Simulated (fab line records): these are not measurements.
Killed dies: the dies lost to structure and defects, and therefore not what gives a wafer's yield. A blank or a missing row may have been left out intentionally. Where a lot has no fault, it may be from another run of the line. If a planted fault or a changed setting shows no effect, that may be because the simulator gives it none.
fab line records / flow rit-cmos
record lots=14 wafers=42 last-day=7
route steps=202 shown ACTIVE@5 PRETRO@72 PLDD@123 CONTACT@177 M1@202
lots that met no fault: taken from a fault-free run of the same line
start-h: start of the lot's first displayed wafer, in hours after the record's first day / wait-h: hours elapsed since this lot's preceding step / " repeats the value in the row above / L1.1+2: one row covering several wafers at once / - value missing, or start not given / * or withheld: withheld / < > ~ a bound
route shown NAME@n: NAME is a module with steps in the file, n the number in the route of the first one / usual: the fault-free wafers' mean and standard deviation / same: alike in all rows / chamber/n: place in a boat / sites: each site's reading / _std_site: the values' standard deviation / _edge_site: outer sites' mean less inner sites' / radius-mm: how far each site lies from the wafer's centre / mask NAME#n: copy n / behind: the most recent tool/chamber to have shaped the wafer / hold: the reason the lot was held/the length of the hold in hours/how it ended / device: the n, p or np transistor that did not switch / end of line: tests of these same wafers at the route's end / a step given without rows: its recipe and nothing more / killed: at the first sort, the dies lost to defects and structure; wafer yield is something else / map: shows each die of a wafer: x if killed, . if not, _ if none is there
set.NAME: setting as actually run; set.NAME@STEP: the setting as run at that earlier step / model.NAME: the simulator's own value behind a step, which no gauge read
route steps across a sampled set of lots; one table per step, one row per wafer
services: from which hour (start-h, from the record's first day; less than 0 if before it) a tool's chamber was out of use, for how many hours, and why
## steps
# step RIT_ACTIVE_THK_MEAS_04
# recipe reads=Si3N4_of_ACTIVE_CVD_03
# usual ACTIVE_NITRIDE_THK=150.1/1.3
lot.wafer=L449.3 tool=film-metro-04 chamber=- start-h=14.37 wait-h=0.0 ACTIVE_NITRIDE_THK[nm]=150.4
lot.wafer=L449.4 tool=film-metro-04 chamber=- start-h=14.37 wait-h=0.0 ACTIVE_NITRIDE_THK[nm]=150.1
lot.wafer=L449.5 tool=film-metro-04 chamber=- start-h=14.37 wait-h=0.0 ACTIVE_NITRIDE_THK[nm]=150.1
lot.wafer=L450.2 tool=film-metro-04 chamber=- start-h=19.90 wait-h=0.0 ACTIVE_NITRIDE_THK[nm]=152.1
lot.wafer=L450.4 tool=film-metro-04 chamber=- start-h=19.90 wait-h=0.0 ACTIVE_NITRIDE_THK[nm]=150.8
lot.wafer=L450.6 tool=film-metro-04 chamber=- start-h=19.90 wait-h=0.0 ACTIVE_NITRIDE_THK[nm]=150.9
lot.wafer=L452.3 tool=film-metro-03 chamber=- start-h=28.55 wait-h=0.0 ACTIVE_NITRIDE_THK[nm]=149.4
lot.wafer=L452.4 tool=film-metro-03 chamber=- start-h=28.55 wait-h=0.0 ACTIVE_NITRIDE_THK[nm]=149.1
lot.wafer=L452.5 tool=film-metro-03 chamber=- start-h=28.55 wait-h=0.0 ACTIVE_NITRIDE_THK[nm]=148.6
lot.wafer=L453.1 tool=film-metro-02 chamber=- start-h=33.53 wait-h=0.0 ACTIVE_NITRIDE_THK[nm]=148.6
lot.wafer=L453.3 tool=film-metro-02 chamber=- start-h=33.53 wait-h=0.0 ACTIVE_NITRIDE_THK[nm]=148.0
lot.wafer=L453.6 tool=film-metro-02 chamber=- start-h=33.53 wait-h=0.0 ACTIVE_NITRIDE_THK[nm]=148.7
lot.wafer=L454.4 tool=film-metro-03 chamber=- start-h=40.01 wait-h=0.0 ACTIVE_NITRIDE_THK[nm]=150.2
lot.wafer=L454.5 tool=film-metro-03 chamber=- start-h=40.01 wait-h=0.0 ACTIVE_NITRIDE_THK[nm]=150.7
lot.wafer=L454.6 tool=film-metro-03 chamber=- start-h=40.01 wait-h=0.0 ACTIVE_NITRIDE_THK[nm]=150.0
lot.wafer=L455.1 tool=film-metro-03 chamber=- start-h=43.56 wait-h=0.0 ACTIVE_NITRIDE_THK[nm]=150.5
lot.wafer=L455.4 tool=film-metro-03 chamber=- start-h=43.56 wait-h=0.0 ACTIVE_NITRIDE_THK[nm]=151.6
lot.wafer=L455.5 tool=film-metro-03 chamber=- start-h=43.56 wait-h=0.0 ACTIVE_NITRIDE_THK[nm]=152.0
lot.wafer=L456.1 tool=film-metro-03 chamber=- start-h=48.53 wait-h=0.0 ACTIVE_NITRIDE_THK[nm]=150.7
lot.wafer=L456.4 tool=film-metro-03 chamber=- start-h=48.53 wait-h=0.0 ACTIVE_NITRIDE_THK[nm]=150.4
lot.wafer=L456.6 tool=film-metro-03 chamber=- start-h=48.53 wait-h=0.0 ACTIVE_NITRIDE_THK[nm]=150.8
lot.wafer=L457.1 tool=film-metro-03 chamber=- start-h=53.85 wait-h=0.0 ACTIVE_NITRIDE_THK[nm]=149.9
lot.wafer=L457.4 tool=film-metro-03 chamber=- start-h=53.85 wait-h=0.0 ACTIVE_NITRIDE_THK[nm]=149.6
lot.wafer=L457.5 tool=film-metro-03 chamber=- start-h=53.85 wait-h=0.0 ACTIVE_NITRIDE_THK[nm]=149.5
lot.wafer=L458.2 tool=film-metro-03 chamber=- start-h=58.90 wait-h=0.0 ACTIVE_NITRIDE_THK[nm]=149.7
lot.wafer=L458.5 tool=film-metro-03 chamber=- start-h=58.90 wait-h=0.0 ACTIVE_NITRIDE_THK[nm]=150.4
lot.wafer=L458.6 tool=film-metro-03 chamber=- start-h=58.90 wait-h=0.0 ACTIVE_NITRIDE_THK[nm]=150.3
lot.wafer=L459.1 tool=film-metro-04 chamber=- start-h=64.40 wait-h=0.0 ACTIVE_NITRIDE_THK[nm]=148.9
lot.wafer=L459.2 tool=film-metro-04 chamber=- start-h=64.40 wait-h=0.0 ACTIVE_NITRIDE_THK[nm]=149.1
lot.wafer=L459.6 tool=film-metro-04 chamber=- start-h=64.40 wait-h=0.0 ACTIVE_NITRIDE_THK[nm]=149.8
lot.wafer=L467.1 tool=film-metro-04 chamber=- start-h=103.53 wait-h=0.0 ACTIVE_NITRIDE_THK[nm]=148.3
lot.wafer=L467.3 tool=film-metro-04 chamber=- start-h=103.53 wait-h=0.0 ACTIVE_NITRIDE_THK[nm]=147.8
lot.wafer=L467.5 tool=film-metro-04 chamber=- start-h=103.53 wait-h=0.0 ACTIVE_NITRIDE_THK[nm]=147.5
lot.wafer=L469.1 tool=film-metro-02 chamber=- start-h=113.53 wait-h=0.0 ACTIVE_NITRIDE_THK[nm]=149.6
lot.wafer=L469.2 tool=film-metro-02 chamber=- start-h=113.53 wait-h=0.0 ACTIVE_NITRIDE_THK[nm]=148.1
lot.wafer=L469.5 tool=film-metro-02 chamber=- start-h=113.53 wait-h=0.0 ACTIVE_NITRIDE_THK[nm]=149.7
lot.wafer=L471.2 tool=film-metro-02 chamber=- start-h=124.25 wait-h=0.0 ACTIVE_NITRIDE_THK[nm]=151.5
lot.wafer=L471.3 tool=film-metro-02 chamber=- start-h=124.25 wait-h=0.0 ACTIVE_NITRIDE_THK[nm]=151.3
lot.wafer=L471.6 tool=film-metro-02 chamber=- start-h=124.25 wait-h=0.0 ACTIVE_NITRIDE_THK[nm]=150.9
lot.wafer=L472.1 tool=film-metro-02 chamber=- start-h=128.53 wait-h=0.0 ACTIVE_NITRIDE_THK[nm]=151.5
lot.wafer=L472.2 tool=film-metro-02 chamber=- start-h=128.53 wait-h=0.0 ACTIVE_NITRIDE_THK[nm]=151.7
lot.wafer=L472.5 tool=film-metro-02 chamber=- start-h=128.53 wait-h=0.0 ACTIVE_NITRIDE_THK[nm]=151.5
# step RIT_PRETRO_IMPLANT_08
# recipe species=B energy-kev=45 dose-cm2=1.2e+13 tilt-deg=7
# usual beam-energy-keV=45.000/0.013
lot.wafer=L449.3 tool=implanter-04 chamber=0 start-h=32.66 wait-h=0.2 beam-energy-keV=44.985
lot.wafer=L449.4 tool=implanter-04 chamber=0 start-h=32.66 wait-h=0.2 beam-energy-keV=45.008
lot.wafer=L449.5 tool=implanter-04 chamber=0 start-h=32.66 wait-h=0.2 beam-energy-keV=45.002
lot.wafer=L450.2 tool=implanter-03 chamber=0 start-h=37.85 wait-h=0.2 beam-energy-keV=45.008
lot.wafer=L450.4 tool=implanter-03 chamber=0 start-h=37.85 wait-h=0.2 beam-energy-keV=44.995
lot.wafer=L450.6 tool=implanter-03 chamber=0 start-h=37.85 wait-h=0.2 beam-energy-keV=45.005
lot.wafer=L452.3 tool=implanter-03 chamber=0 start-h=47.37 wait-h=0.2 beam-energy-keV=45.010
lot.wafer=L452.4 tool=implanter-03 chamber=0 start-h=47.37 wait-h=0.2 beam-energy-keV=45.020
lot.wafer=L452.5 tool=implanter-03 chamber=0 start-h=47.37 wait-h=0.2 beam-energy-keV=45.017
lot.wafer=L453.1 tool=implanter-03 chamber=0 start-h=54.27 wait-h=0.2 beam-energy-keV=45.013
lot.wafer=L453.3 tool=implanter-03 chamber=0 start-h=54.27 wait-h=0.2 beam-energy-keV=44.998
lot.wafer=L453.6 tool=implanter-03 chamber=0 start-h=54.27 wait-h=0.2 beam-energy-keV=44.995
lot.wafer=L454.4 tool=implanter-01 chamber=0 start-h=57.49 wait-h=0.2 beam-energy-keV=44.998
lot.wafer=L454.5 tool=implanter-01 chamber=0 start-h=57.49 wait-h=0.2 beam-energy-keV=45.003
lot.wafer=L454.6 tool=implanter-01 chamber=0 start-h=57.49 wait-h=0.2 beam-energy-keV=45.024
lot.wafer=L455.1 tool=implanter-01 chamber=0 start-h=62.14 wait-h=0.2 beam-energy-keV=44.995
lot.wafer=L455.4 tool=implanter-01 chamber=0 start-h=62.14 wait-h=0.2 beam-energy-keV=45.008
lot.wafer=L455.5 tool=implanter-01 chamber=0 start-h=62.14 wait-h=0.2 beam-energy-keV=44.998
lot.wafer=L456.1 tool=implanter-01 chamber=0 start-h=66.11 wait-h=0.2 beam-energy-keV=46.508
lot.wafer=L456.4 tool=implanter-01 chamber=0 start-h=66.11 wait-h=0.2 beam-energy-keV=46.491
lot.wafer=L456.6 tool=implanter-01 chamber=0 start-h=66.11 wait-h=0.2 beam-energy-keV=46.498
lot.wafer=L457.1 tool=implanter-03 chamber=0 start-h=72.94 wait-h=0.2 beam-energy-keV=44.983
lot.wafer=L457.4 tool=implanter-03 chamber=0 start-h=72.94 wait-h=0.2 beam-energy-keV=44.977
lot.wafer=L457.5 tool=implanter-03 chamber=0 start-h=72.94 wait-h=0.2 beam-energy-keV=44.986
lot.wafer=L458.2 tool=implanter-03 chamber=0 start-h=76.28 wait-h=0.2 beam-energy-keV=45.010
lot.wafer=L458.5 tool=implanter-03 chamber=0 start-h=76.28 wait-h=0.2 beam-energy-keV=45.003
lot.wafer=L458.6 tool=implanter-03 chamber=0 start-h=76.28 wait-h=0.2 beam-energy-keV=45.000
lot.wafer=L459.1 tool=implanter-01 chamber=0 start-h=81.84 wait-h=0.2 beam-energy-keV=46.506
lot.wafer=L459.2 tool=implanter-01 chamber=0 start-h=81.84 wait-h=0.2 beam-energy-keV=46.476
lot.wafer=L459.6 tool=implanter-01 chamber=0 start-h=81.84 wait-h=0.2 beam-energy-keV=46.491
lot.wafer=L467.1 tool=implanter-03 chamber=0 start-h=120.94 wait-h=0.2 beam-energy-keV=44.992
lot.wafer=L467.3 tool=implanter-03 chamber=0 start-h=120.94 wait-h=0.2 beam-energy-keV=44.978
lot.wafer=L467.5 tool=implanter-03 chamber=0 start-h=120.94 wait-h=0.2 beam-energy-keV=44.991
lot.wafer=L469.1 tool=implanter-03 chamber=0 start-h=131.42 wait-h=0.2 beam-energy-keV=45.010
lot.wafer=L469.2 tool=implanter-03 chamber=0 start-h=131.42 wait-h=0.2 beam-energy-keV=44.997
lot.wafer=L469.5 tool=implanter-03 chamber=0 start-h=131.42 wait-h=0.2 beam-energy-keV=44.998
lot.wafer=L471.2 tool=implanter-01 chamber=0 start-h=142.16 wait-h=0.2 beam-energy-keV=44.994
lot.wafer=L471.3 tool=implanter-01 chamber=0 start-h=142.16 wait-h=0.2 beam-energy-keV=45.005
lot.wafer=L471.6 tool=implanter-01 chamber=0 start-h=142.16 wait-h=0.2 beam-energy-keV=45.028
lot.wafer=L472.1 tool=implanter-01 chamber=0 start-h=146.21 wait-h=0.2 beam-energy-keV=44.985
lot.wafer=L472.2 tool=implanter-01 chamber=0 start-h=146.21 wait-h=0.2 beam-energy-keV=44.992
lot.wafer=L472.5 tool=implanter-01 chamber=0 start-h=146.21 wait-h=0.2 beam-energy-keV=44.991
# step RIT_PLDD_STRIP_09
# recipe chemistry=O2 time-s=180 resist=NOVOLAK platen-temp-c=withheld power-w=500 pressure-mtorr=4000 o2-flow-sccm=4000
# usual drypump-motor-current-A=5.4/0.3
lot.wafer=L449.3 tool=plasma-asher-04 chamber=0 start-h=48.99 wait-h=0.1 drypump-motor-current-A=4.9 rf-hours-counter-h=-
lot.wafer=L449.4 tool=plasma-asher-04 chamber=1 start-h=48.99 wait-h=0.1 drypump-motor-current-A=5.6 rf-hours-counter-h=-
lot.wafer=L449.5 tool=plasma-asher-04 chamber=0 start-h=48.99 wait-h=0.1 drypump-motor-current-A=4.9 rf-hours-counter-h=-
lot.wafer=L450.2 tool=plasma-asher-02 chamber=0 start-h=49.50 wait-h=0.1 drypump-motor-current-A=5.3 rf-hours-counter-h=39
lot.wafer=L450.4 tool=plasma-asher-02 chamber=1 start-h=49.50 wait-h=0.1 drypump-motor-current-A=5.7 rf-hours-counter-h=-
lot.wafer=L450.6 tool=plasma-asher-02 chamber=1 start-h=49.50 wait-h=0.1 drypump-motor-current-A=5.7 rf-hours-counter-h=-
lot.wafer=L452.3 tool=plasma-asher-03 chamber=1 start-h=60.06 wait-h=0.1 drypump-motor-current-A=5.4 rf-hours-counter-h=-
lot.wafer=L452.4 tool=plasma-asher-03 chamber=0 start-h=60.06 wait-h=0.1 drypump-motor-current-A=5.9 rf-hours-counter-h=-
lot.wafer=L452.5 tool=plasma-asher-03 chamber=0 start-h=60.06 wait-h=0.1 drypump-motor-current-A=5.9 rf-hours-counter-h=-
lot.wafer=L453.1 tool=plasma-asher-02 chamber=1 start-h=67.38 wait-h=0.1 drypump-motor-current-A=5.7 rf-hours-counter-h=41
lot.wafer=L453.3 tool=plasma-asher-02 chamber=1 start-h=67.38 wait-h=0.1 drypump-motor-current-A=5.7 rf-hours-counter-h=-
lot.wafer=L453.6 tool=plasma-asher-02 chamber=0 start-h=67.38 wait-h=0.1 drypump-motor-current-A=5.3 rf-hours-counter-h=-
lot.wafer=L454.4 tool=plasma-asher-04 chamber=0 start-h=69.13 wait-h=0.1 drypump-motor-current-A=4.9 rf-hours-counter-h=-
lot.wafer=L454.5 tool=plasma-asher-04 chamber=0 start-h=69.13 wait-h=0.1 drypump-motor-current-A=4.9 rf-hours-counter-h=-
lot.wafer=L454.6 tool=plasma-asher-04 chamber=1 start-h=69.13 wait-h=0.1 drypump-motor-current-A=5.5 rf-hours-counter-h=-
lot.wafer=L455.1 tool=plasma-asher-02 chamber=0 start-h=73.95 wait-h=0.1 drypump-motor-current-A=5.3 rf-hours-counter-h=42
lot.wafer=L455.4 tool=plasma-asher-02 chamber=0 start-h=73.95 wait-h=0.1 drypump-motor-current-A=5.3 rf-hours-counter-h=-
lot.wafer=L455.5 tool=plasma-asher-02 chamber=0 start-h=73.95 wait-h=0.1 drypump-motor-current-A=5.3 rf-hours-counter-h=-
lot.wafer=L456.1 tool=plasma-asher-04 chamber=0 start-h=77.58 wait-h=0.1 drypump-motor-current-A=4.9 rf-hours-counter-h=28
lot.wafer=L456.4 tool=plasma-asher-04 chamber=0 start-h=77.58 wait-h=0.1 drypump-motor-current-A=4.9 rf-hours-counter-h=-
lot.wafer=L456.6 tool=plasma-asher-04 chamber=0 start-h=77.58 wait-h=0.1 drypump-motor-current-A=4.9 rf-hours-counter-h=-
lot.wafer=L457.1 tool=plasma-asher-02 chamber=0 start-h=84.12 wait-h=0.1 drypump-motor-current-A=5.3 rf-hours-counter-h=43
lot.wafer=L457.4 tool=plasma-asher-02 chamber=1 start-h=84.12 wait-h=0.1 drypump-motor-current-A=5.7 rf-hours-counter-h=-
lot.wafer=L457.5 tool=plasma-asher-02 chamber=1 start-h=84.12 wait-h=0.1 drypump-motor-current-A=5.7 rf-hours-counter-h=-
lot.wafer=L458.2 tool=plasma-asher-02 chamber=0 start-h=88.51 wait-h=0.1 drypump-motor-current-A=5.3 rf-hours-counter-h=44
lot.wafer=L458.5 tool=plasma-asher-02 chamber=1 start-h=88.51 wait-h=0.1 drypump-motor-current-A=5.7 rf-hours-counter-h=-
lot.wafer=L458.6 tool=plasma-asher-02 chamber=0 start-h=88.51 wait-h=0.1 drypump-motor-current-A=5.3 rf-hours-counter-h=-
lot.wafer=L459.1 tool=plasma-asher-04 chamber=1 start-h=93.71 wait-h=0.1 drypump-motor-current-A=5.6 rf-hours-counter-h=30
lot.wafer=L459.2 tool=plasma-asher-04 chamber=0 start-h=93.71 wait-h=0.1 drypump-motor-current-A=4.9 rf-hours-counter-h=30
lot.wafer=L459.6 tool=plasma-asher-04 chamber=1 start-h=93.71 wait-h=0.1 drypump-motor-current-A=5.5 rf-hours-counter-h=-
lot.wafer=L467.1 tool=plasma-asher-04 chamber=1 start-h=133.27 wait-h=0.1 drypump-motor-current-A=5.5 rf-hours-counter-h=35
lot.wafer=L467.3 tool=plasma-asher-04 chamber=1 start-h=133.27 wait-h=0.1 drypump-motor-current-A=5.5 rf-hours-counter-h=-
lot.wafer=L467.5 tool=plasma-asher-04 chamber=0 start-h=133.27 wait-h=0.1 drypump-motor-current-A=4.9 rf-hours-counter-h=-
lot.wafer=L469.1 tool=plasma-asher-02 chamber=0 start-h=144.05 wait-h=0.1 drypump-motor-current-A=5.3 rf-hours-counter-h=3
lot.wafer=L469.2 tool=plasma-asher-02 chamber=1 start-h=144.05 wait-h=0.1 drypump-motor-current-A=5.7 rf-hours-counter-h=3
lot.wafer=L469.5 tool=plasma-asher-02 chamber=0 start-h=144.05 wait-h=0.1 drypump-motor-current-A=5.3 rf-hours-counter-h=-
lot.wafer=L471.2 tool=plasma-asher-02 chamber=0 start-h=154.19 wait-h=0.1 drypump-motor-current-A=5.3 rf-hours-counter-h=4
lot.wafer=L471.3 tool=plasma-asher-02 chamber=1 start-h=154.19 wait-h=0.1 drypump-motor-current-A=5.7 rf-hours-counter-h=-
lot.wafer=L471.6 tool=plasma-asher-02 chamber=0 start-h=154.19 wait-h=0.1 drypump-motor-current-A=5.3 rf-hours-counter-h=-
lot.wafer=L472.1 tool=plasma-asher-04 chamber=1 start-h=157.45 wait-h=0.1 drypump-motor-current-A=5.6 rf-hours-counter-h=38
lot.wafer=L472.2 tool=plasma-asher-04 chamber=0 start-h=157.45 wait-h=0.1 drypump-motor-current-A=4.9 rf-hours-counter-h=38
lot.wafer=L472.5 tool=plasma-asher-04 chamber=1 start-h=157.45 wait-h=0.1 drypump-motor-current-A=5.5 rf-hours-counter-h=-
# step RIT_CONTACT_OVL_MEAS_09
# usual CONTACT_OVL=-1.0/1.6
lot.wafer=L449.3 tool=overlay-02 chamber=- start-h=57.55 wait-h=0.1 CONTACT_OVL[nm]=-1.7
lot.wafer=L449.4 tool=overlay-02 chamber=- start-h=57.55 wait-h=0.1 CONTACT_OVL[nm]=-2.0
lot.wafer=L449.5 tool=overlay-02 chamber=- start-h=57.55 wait-h=0.1 CONTACT_OVL[nm]=-2.5
lot.wafer=L450.2 tool=overlay-01 chamber=- start-h=59.30 wait-h=0.1 CONTACT_OVL[nm]=-3.3
lot.wafer=L450.4 tool=overlay-01 chamber=- start-h=59.30 wait-h=0.1 CONTACT_OVL[nm]=-3.5
lot.wafer=L450.6 tool=overlay-01 chamber=- start-h=59.30 wait-h=0.1 CONTACT_OVL[nm]=-4.0
lot.wafer=L452.3 tool=overlay-01 chamber=- start-h=69.26 wait-h=0.1 CONTACT_OVL[nm]=-1.5
lot.wafer=L452.4 tool=overlay-01 chamber=- start-h=69.26 wait-h=0.1 CONTACT_OVL[nm]=-1.5
lot.wafer=L452.5 tool=overlay-01 chamber=- start-h=69.26 wait-h=0.1 CONTACT_OVL[nm]=-1.8
lot.wafer=L453.1 tool=overlay-02 chamber=- start-h=76.03 wait-h=0.1 CONTACT_OVL[nm]=-0.3
lot.wafer=L453.3 tool=overlay-02 chamber=- start-h=76.03 wait-h=0.1 CONTACT_OVL[nm]=0.2
lot.wafer=L453.6 tool=overlay-02 chamber=- start-h=76.03 wait-h=0.1 CONTACT_OVL[nm]=1.4
lot.wafer=L454.4 tool=overlay-02 chamber=- start-h=77.92 wait-h=0.1 CONTACT_OVL[nm]=-1.2
lot.wafer=L454.5 tool=overlay-02 chamber=- start-h=77.92 wait-h=0.1 CONTACT_OVL[nm]=-1.2
lot.wafer=L454.6 tool=overlay-02 chamber=- start-h=77.92 wait-h=0.1 CONTACT_OVL[nm]=-0.4
lot.wafer=L455.1 tool=overlay-02 chamber=- start-h=82.51 wait-h=0.1 CONTACT_OVL[nm]=-1.7
lot.wafer=L455.4 tool=overlay-02 chamber=- start-h=82.51 wait-h=0.1 CONTACT_OVL[nm]=-2.5
lot.wafer=L455.5 tool=overlay-02 chamber=- start-h=82.51 wait-h=0.1 CONTACT_OVL[nm]=-0.9
lot.wafer=L456.1 tool=overlay-02 chamber=- start-h=86.01 wait-h=0.1 CONTACT_OVL[nm]=0.3
lot.wafer=L456.4 tool=overlay-02 chamber=- start-h=86.01 wait-h=0.1 CONTACT_OVL[nm]=-1.2
lot.wafer=L456.6 tool=overlay-02 chamber=- start-h=86.01 wait-h=0.1 CONTACT_OVL[nm]=0.5
lot.wafer=L457.1 tool=overlay-01 chamber=- start-h=92.38 wait-h=0.1 CONTACT_OVL[nm]=-0.5
lot.wafer=L457.4 tool=overlay-01 chamber=- start-h=92.38 wait-h=0.1 CONTACT_OVL[nm]=-1.4
lot.wafer=L457.5 tool=overlay-01 chamber=- start-h=92.38 wait-h=0.1 CONTACT_OVL[nm]=-2.6
lot.wafer=L458.2 tool=overlay-02 chamber=- start-h=96.94 wait-h=0.1 CONTACT_OVL[nm]=-2.4
lot.wafer=L458.5 tool=overlay-02 chamber=- start-h=96.94 wait-h=0.1 CONTACT_OVL[nm]=-2.0
lot.wafer=L458.6 tool=overlay-02 chamber=- start-h=96.94 wait-h=0.1 CONTACT_OVL[nm]=-4.5
lot.wafer=L459.1 tool=overlay-02 chamber=- start-h=102.08 wait-h=0.1 CONTACT_OVL[nm]=-2.2
lot.wafer=L459.2 tool=overlay-02 chamber=- start-h=102.08 wait-h=0.1 CONTACT_OVL[nm]=-1.4
lot.wafer=L459.6 tool=overlay-02 chamber=- start-h=102.08 wait-h=0.1 CONTACT_OVL[nm]=-0.8
lot.wafer=L467.1 tool=overlay-01 chamber=- start-h=141.65 wait-h=0.1 CONTACT_OVL[nm]=0.1
lot.wafer=L467.3 tool=overlay-01 chamber=- start-h=141.65 wait-h=0.1 CONTACT_OVL[nm]=-1.4
lot.wafer=L467.5 tool=overlay-01 chamber=- start-h=141.65 wait-h=0.1 CONTACT_OVL[nm]=-1.7
lot.wafer=L469.1 tool=overlay-02 chamber=- start-h=152.49 wait-h=0.1 CONTACT_OVL[nm]=-1.2
lot.wafer=L469.2 tool=overlay-02 chamber=- start-h=152.49 wait-h=0.1 CONTACT_OVL[nm]=1.0
lot.wafer=L469.5 tool=overlay-02 chamber=- start-h=152.49 wait-h=0.1 CONTACT_OVL[nm]=-0.7
lot.wafer=L471.2 tool=overlay-02 chamber=- start-h=162.72 wait-h=0.1 CONTACT_OVL[nm]=-0.8
lot.wafer=L471.3 tool=overlay-02 chamber=- start-h=162.72 wait-h=0.1 CONTACT_OVL[nm]=0.5
lot.wafer=L471.6 tool=overlay-02 chamber=- start-h=162.72 wait-h=0.1 CONTACT_OVL[nm]=-0.3
lot.wafer=L472.1 tool=overlay-02 chamber=- start-h=172.16 wait-h=0.1 CONTACT_OVL[nm]=0.0
lot.wafer=L472.2 tool=overlay-02 chamber=- start-h=172.16 wait-h=0.1 CONTACT_OVL[nm]=-0.8
lot.wafer=L472.5 tool=overlay-02 chamber=- start-h=172.16 wait-h=0.1 CONTACT_OVL[nm]=-1.2
# step RIT_M1_PROBE_99
# usual killed_at_M0_to_M3=0.0/0.083 killed-at-contacts=0.1/0.24 killed-at-front-end=7.1/2.8 killed-dies=7.2/2.8 killed-open=3.6/2.1 killed-short=3.6/1.9
# same gross-dies=264 killed_at_M4_up=0 killed-at-back-side=0 killed-at-other=0
lot.wafer=L455.1 tool=prober-01 chamber=- start-h=87.56 wait-h=0.1 killed_at_M0_to_M3=0 killed-at-contacts=0 killed-at-front-end=4 killed-dies=4 killed-open=2 killed-short=2
lot.wafer=L455.4 tool=prober-01 chamber=- start-h=87.71 wait-h=0.2 killed_at_M0_to_M3=0 killed-at-contacts=0 killed-at-front-end=6 killed-dies=6 killed-open=3 killed-short=3
lot.wafer=L455.5 tool=prober-01 chamber=- start-h=87.76 wait-h=0.2 killed_at_M0_to_M3=0 killed-at-contacts=0 killed-at-front-end=4 killed-dies=4 killed-open=2 killed-short=2
lot.wafer=L467.1 tool=prober-02 chamber=- start-h=146.75 wait-h=0.1 killed_at_M0_to_M3=0 killed-at-contacts=0 killed-at-front-end=10 killed-dies=10 killed-open=5 killed-short=5
lot.wafer=L467.3 tool=prober-02 chamber=- start-h=146.85 wait-h=0.2 killed_at_M0_to_M3=0 killed-at-contacts=1 killed-at-front-end=12 killed-dies=13 killed-open=7 killed-short=6
lot.wafer=L467.5 tool=prober-02 chamber=- start-h=146.95 wait-h=0.2 killed_at_M0_to_M3=0 killed-at-contacts=0 killed-at-front-end=7 killed-dies=7 killed-open=3 killed-short=4
# killed by level:class
L455.1 FOX1:geometric-particle:open=1 GATE:geometric-particle:short=1 REOX:geometric-particle:open=1 REOX:geometric-particle:short=1
L455.4 FOX2:geometric-particle:short=2 GATE:geometric-particle:open=2 GATE:geometric-particle:short=1 SPACER:geometric-particle:open=1
L455.5 FOX2:geometric-particle:open=1 GATE:geometric-particle:short=1 REOX:geometric-particle:short=1 SILICIDE:geometric-particle:open=1
L467.1 GATE:geometric-particle:short=4 GATE:geometric-particle:open=3 FOX1:geometric-particle:open=1 SILICIDE:geometric-particle:short=1 REOX:geometric-particle:open=1
L467.3 GATE:geometric-particle:short=3 GATE:geometric-particle:open=2 SILICIDE:geometric-particle:open=2 FOX1:geometric-particle:open=1 FOX2:geometric-particle:open=1 REOX:geometric-particle:short=1 REOX:geometric-particle:open=1 SILICIDE:geometric-particle:short=1
L467.5 FOX1:geometric-particle:short=1 FOX2:geometric-particle:short=1 GATE:geometric-particle:open=1 GATE:geometric-particle:short=1 REOX:geometric-particle:open=1 SILICIDE:geometric-particle:short=1 SILICIDE:geometric-particle:open=1
## services
tool=implanter-01 chamber=- start-h=23.73 hours=1.5 kind=repair
tool=implanter-04 chamber=- start-h=36.05 hours=80.3 kind=repair
tool=plasma-asher-04 chamber=- start-h=38.69 hours=1.9 kind=repair
tool=plasma-asher-04 chamber=- start-h=55.52 hours=12.9 kind=repair
tool=implanter-01 chamber=- start-h=87.70 hours=0.8 kind=repair
tool=implanter-04 chamber=- start-h=95.03 hours=3.4 kind=repair
tool=implanter-01 chamber=- start-h=96.47 hours=4.0 kind=repair
tool=plasma-asher-03 chamber=- start-h=96.68 hours=6.2 kind=repair
tool=plasma-asher-02 chamber=- start-h=108.75 hours=9.0 kind=pm
tool=plasma-asher-02 chamber=0 start-h=108.75 hours=9.0 kind=vent-cycle
tool=plasma-asher-02 chamber=1 start-h=108.75 hours=9.0 kind=vent-cycle
tool=implanter-04 chamber=- start-h=111.67 hours=1.7 kind=repair
tool=implanter-04 chamber=- start-h=116.35 hours=11.3 kind=pm
tool=plasma-asher-02 chamber=0 start-h=117.75 hours=- kind=clean
tool=plasma-asher-02 chamber=1 start-h=117.75 hours=- kind=clean
tool=implanter-01 chamber=- start-h=118.44 hours=5.3 kind=repair
tool=implanter-03 chamber=- start-h=123.77 hours=4.4 kind=pm
tool=implanter-03 chamber=- start-h=124.83 hours=2.8 kind=repair
tool=implanter-04 chamber=- start-h=127.63 hours=4.0 kind=pm
tool=implanter-04 chamber=- start-h=131.66 hours=2.2 kind=pm
tool=implanter-03 chamber=- start-h=145.00 hours=1.8 kind=repair
tool=plasma-asher-03 chamber=- start-h=147.66 hours=7.8 kind=repair
## key
first-sign step=RIT_PRETRO_IMPLANT_08 reading=beam-energy-keV direction=up sigmas=99+ usual=45.000 struck=46.495
effect none on later readings
met-at RIT_PRETRO_IMPLANT_08
struck-lots L456,L459
tester-left-out L456,L459
not-acting-at RIT_ACTIVE_THK_MEAS_04,RIT_PLDD_STRIP_09,RIT_CONTACT_OVL_MEAS_09
onset-between 62.14 66.11
fault kind=process-parameter-drift tool=implanter-01 chamber=- onset-h=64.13 steps=RIT_PRETRO_IMPLANT_08 channel=energy-kev offset=1.4971 shape=step end-h=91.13 acts-in=these-recipes-only stated=45
# tester-left-out: of these lots the tester's yield and bins aren't shown, on N5 and GAA mostly nor the transistor test; their killed dies are dies lost to structure and defects alone, not to doping, threshold or leakage, so they don't give the yield
